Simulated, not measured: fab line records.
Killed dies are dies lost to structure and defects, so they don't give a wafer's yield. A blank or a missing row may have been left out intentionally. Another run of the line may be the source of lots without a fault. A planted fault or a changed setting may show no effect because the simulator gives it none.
Comparing a struck lot with a sound one | flow rit cmos | 44 steps out of a route of 202
Sound: these wafers, L233.1, L233.2, L233.3. The struck wafers were L248.2, L248.4, L248.6. At the end, the cause is stated.
Per side, at each step with rows, come the tool, then ch with its chambers, and then its first start. Under that, the readings that differ: sound wafers | struck wafers | difference of the means | sigmas: that difference in standard deviations of wafers without a fault.
alike: readings with means less than 2 such deviations apart, plus words and numbers identical on both sides. not compared: withheld readings, readings lacking a value on some wafer, bounds such as >300 that could conceal the same value, and numbers that have no deviation in the record and whose values overlap.
A row with sigmas, a row that says differs or no value, or rows on one side alone: a step with any of these is where the two part. Numbers that don't overlap but have no deviation are shown without sigmas and don't part them. Lack of a reading on every wafer of one side parts them only where that side has two or more wafers.

first, 2 steps without rows for these wafers: RIT_NLDD_HARDBAKE_07 (time 60 s); RIT_NLDD_IMPLANT_08.
RIT_NLDD_STRIP_09: strips in O2, time 180 s.
  sound on plasma asher-03 ch 0,1, day 4 19:07; struck on plasma asher-03 ch 0,1, day 7 05:10
  alike: drypump motor current A, rf refl power W
  not compared: rf hours counter h
RIT_NLDD_TW_MEAS_10:
  sound on film metro-01, day 4 19:17; struck on film metro-02, day 7 05:21
  alike: NLDD_TW
then, 6 steps without rows for these wafers: RIT_PLDD_HMDS_00 (prime time 60 s); RIT_PLDD_COAT_01 (resist thk 1000 nm); RIT_PLDD_SOFTBAKE_02 (time 60 s); RIT_PLDD_EXPOSE_03 (exposes mask M8, target cd 40900 nm); RIT_PLDD_PEB_04; RIT_PLDD_DEVELOP_05 (develop time 50 s).
RIT_PLDD_OVL_MEAS_06:
  sound on overlay-02, day 4 20:19; struck on overlay-01, day 7 06:22
  alike: PLDD_OVL
then, 1 step without rows for these wafers: RIT_PLDD_HARDBAKE_07 (time 60 s).
RIT_PLDD_IMPLANT_08:
  sound on implanter-02 ch 0, day 4 20:30; struck on implanter-02 ch 0, day 7 06:34
  reading            | sound                         | struck                          | difference  | sigmas
  dose ions cm2      | 8.998e+14 8.997e+14 8.998e+14 | 1.0255e+15 1.025e+15 1.0244e+15 | +1.2520e+14 | +99 or more
  faraday current uA | 2832 2758 2870                | 3037 3232 3154                  | +321        | +6
  alike: tilt deg
RIT_PLDD_STRIP_09: strips in O2, time 180 s.
  sound on plasma asher-02 ch 0,1, day 4 20:39; struck on plasma asher-03 ch 0,1, day 7 06:41
  alike: drypump motor current A, rf refl power W
  not compared: rf hours counter h
RIT_PLDD_TW_MEAS_10:
  sound on film metro-01, day 4 20:50; struck on film metro-01, day 7 06:53
  reading | sound          | struck         | difference | sigmas
  PLDD_TW | 2309 2328 2323 | 2405 2395 2399 | +80        | +3
then, 4 steps without rows for these wafers: RIT_SPACER_CLEAN_00 (cleans in SC1, time 600 s); RIT_SPACER_CLEAN_01 (cleans in dHF, time 30 s); RIT_SPACER_CLEAN_02 (cleans in SC2, time 600 s); RIT_SPACER_CVD_03 (deposits Si3N4 from SiH2Cl2/NH3, target thk 250 nm, time 3300 s).
RIT_SPACER_THK_MEAS_04:
  sound on film metro-04, day 4 23:10; struck on film metro-04, day 7 09:13
  alike: SPACER_NITRIDE_THK
RIT_SPACER_ETCHBACK_05: etches Si3N4 in SF6/CHF3, stops on SiO2, target depth 250 nm, time 240 s.
  sound on rie diel-01 ch 0,1,2, day 4 23:14; struck on rie diel-04 ch 0,3, day 7 09:16
  alike: drypump motor current A, oes product au, throttle valve pct
  not compared: rf hours counter h
then, 6 steps without rows for these wafers: RIT_NSD_HMDS_00 (prime time 60 s); RIT_NSD_COAT_01 (resist thk 1000 nm); RIT_NSD_SOFTBAKE_02 (time 60 s); RIT_NSD_EXPOSE_03 (exposes mask M9, target cd 40700 nm); RIT_NSD_PEB_04; RIT_NSD_DEVELOP_05 (develop time 50 s).
RIT_NSD_OVL_MEAS_06:
  sound on overlay-02, day 5 00:35; struck on overlay-02, day 7 10:17
  alike: NSD_OVL
then, 2 steps without rows for these wafers: RIT_NSD_HARDBAKE_07 (time 60 s); RIT_NSD_IMPLANT_08.
RIT_NSD_STRIP_09: strips in O2, time 180 s.
  sound on plasma asher-01 ch 0,1, day 5 01:00; struck on plasma asher-01 ch 0,1, day 7 10:37
  alike: drypump motor current A, rf refl power W
  not compared: rf hours counter h
RIT_NSD_TW_MEAS_10:
  sound on film metro-01, day 5 01:11; struck on film metro-01, day 7 10:47
  alike: NSD_TW
then, 6 steps without rows for these wafers: RIT_PSD_HMDS_00 (prime time 60 s); RIT_PSD_COAT_01 (resist thk 1000 nm); RIT_PSD_SOFTBAKE_02 (time 60 s); RIT_PSD_EXPOSE_03 (exposes mask M10, target cd 40900 nm); RIT_PSD_PEB_04; RIT_PSD_DEVELOP_05 (develop time 50 s).
RIT_PSD_OVL_MEAS_06:
  sound on overlay-01, day 5 02:14; struck on overlay-02, day 7 11:42
  alike: PSD_OVL
then, 2 steps without rows for these wafers: RIT_PSD_HARDBAKE_07 (time 60 s); RIT_PSD_IMPLANT_08.
RIT_PSD_STRIP_09: strips in O2, time 180 s.
  sound on plasma asher-04 ch 0,1, day 5 02:34; struck on plasma asher-04 ch 0, day 7 12:09
  alike: drypump motor current A, rf refl power W
  not compared: rf hours counter h
RIT_SDANNEAL_RS_MEAS_06: a four-point-probe measurement.
  sound on film metro-03, day 5 03:30; struck on film metro-03, day 7 13:06
  reading          | sound             | struck            | difference | sigmas
  PLDD_RS (ohm/sq) | 178.7 179.6 179.1 | 169.2 168.2 168.2 | -10.6      | -24
next, for these wafers, 1 step has no rows: RIT_M1_PROBE_99.

== WHERE THEY PART ==
Earliest at RIT_PLDD_IMPLANT_08; latest, in this record, at RIT_SDANNEAL_RS_MEAS_06.

WHY: whatever the simulator had introduced
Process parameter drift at RIT_PLDD_IMPLANT_08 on implanter-02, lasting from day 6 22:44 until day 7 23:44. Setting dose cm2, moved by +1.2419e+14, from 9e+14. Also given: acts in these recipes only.
